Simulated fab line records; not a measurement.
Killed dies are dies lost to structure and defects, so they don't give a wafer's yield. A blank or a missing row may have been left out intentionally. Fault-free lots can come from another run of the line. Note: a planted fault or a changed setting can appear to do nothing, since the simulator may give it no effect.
Code-filled problem report in 8D (eight disciplines) form	flow rit cmos	the parts of the form that need people (team, actions taken, sign-off) are left out

1. WHAT WENT WRONG
killed at contacts at RIT_M1_PROBE_99 reads a mean of 256.7 on 6 wafers of 2 lots; wafers without a fault read 0.1 with a standard deviation of 0.24. So: +99 or more standard deviations from the usual mean.
The first sign was on wafer L781.2 at day 7 22:51, on prober-01. The record has a number at this step for 9 wafers belonging to 3 lots. The rule behind "out" and "out of limits": a value lying over 4 standard deviations away from the usual mean. The rest of the wafers with a number are treated as sound.

2. WHAT THIS IS AND IS NOT
question	is	is not
which readings at this step	killed at contacts, killed dies, killed on rim	killed at front end, killed open, killed short
which lots	L781, L786	L780
which wafers of those lots	all that have a number	-
read on which tools	prober-01, prober-02	-
when	from day 7 22:51	up to then (3 sound wafers)

3. WHAT RULES OUT EACH SUSPECT
Counting: a tool at any process step up to the reading remains a suspect when it ran all the lots that are out and ran no sound lot after the first of those.
- rie diel-04 at RIT_CONTACT_ETCH_11 (etches SiO2 in CHF3/CF4/Ar, stops on TiSi2, target depth 480 nm, time 320 s): kept. It processed each lot that is out, first L781 at day 7 16:52, and no sound lot thereafter; up to then, the last sound lot it processed was L780 at day 7 03:21.
After counting, what remains is rie diel-04 at RIT_CONTACT_ETCH_11.

4. THE CAUSE (what the simulator had put in)
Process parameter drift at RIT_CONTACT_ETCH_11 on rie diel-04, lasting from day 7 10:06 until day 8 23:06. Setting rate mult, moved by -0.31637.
The count eliminated every tool but this one.

5. THE CHAIN OF EFFECTS, in route order
Rows list readings where the struck wafers' mean (over those with a number) sits beyond 3 standard deviations from the usual. Readings are gone through only where the record gives a usual standard deviation; hours: the median, over the lots, of the time from a lot's start at the first step in this table giving one to that lot's start at this step; sigmas: the change measured in usual standard deviations.
hours	step	reading	usual	on struck wafers	change	sigmas
0	RIT_M1_PROBE_99	killed at contacts	0.1	256.7	+256.6	+99 or more
0	RIT_M1_PROBE_99	killed dies	7	264	+257	+83
0	RIT_M1_PROBE_99	killed on rim	1.9	70.0	+68.1	+52
It contains these process steps:
- RIT_M1_PROBE_99

6. HOW IT WOULD HAVE BEEN CAUGHT EARLIER
First out-of-limits reading in this record: day 7 22:51, which is 13 hours after fault onset at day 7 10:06.
An alarm limit of 4 standard deviations would not have fired on the tool readings at RIT_CONTACT_ETCH_11 for which the record gives a usual standard deviation, since none of them was out on any struck wafer.
Among the 2 lots that are out, L786 began RIT_CONTACT_ETCH_11 on rie diel-04 after day 7 22:51. Putting the tool on hold at that point would have spared it.
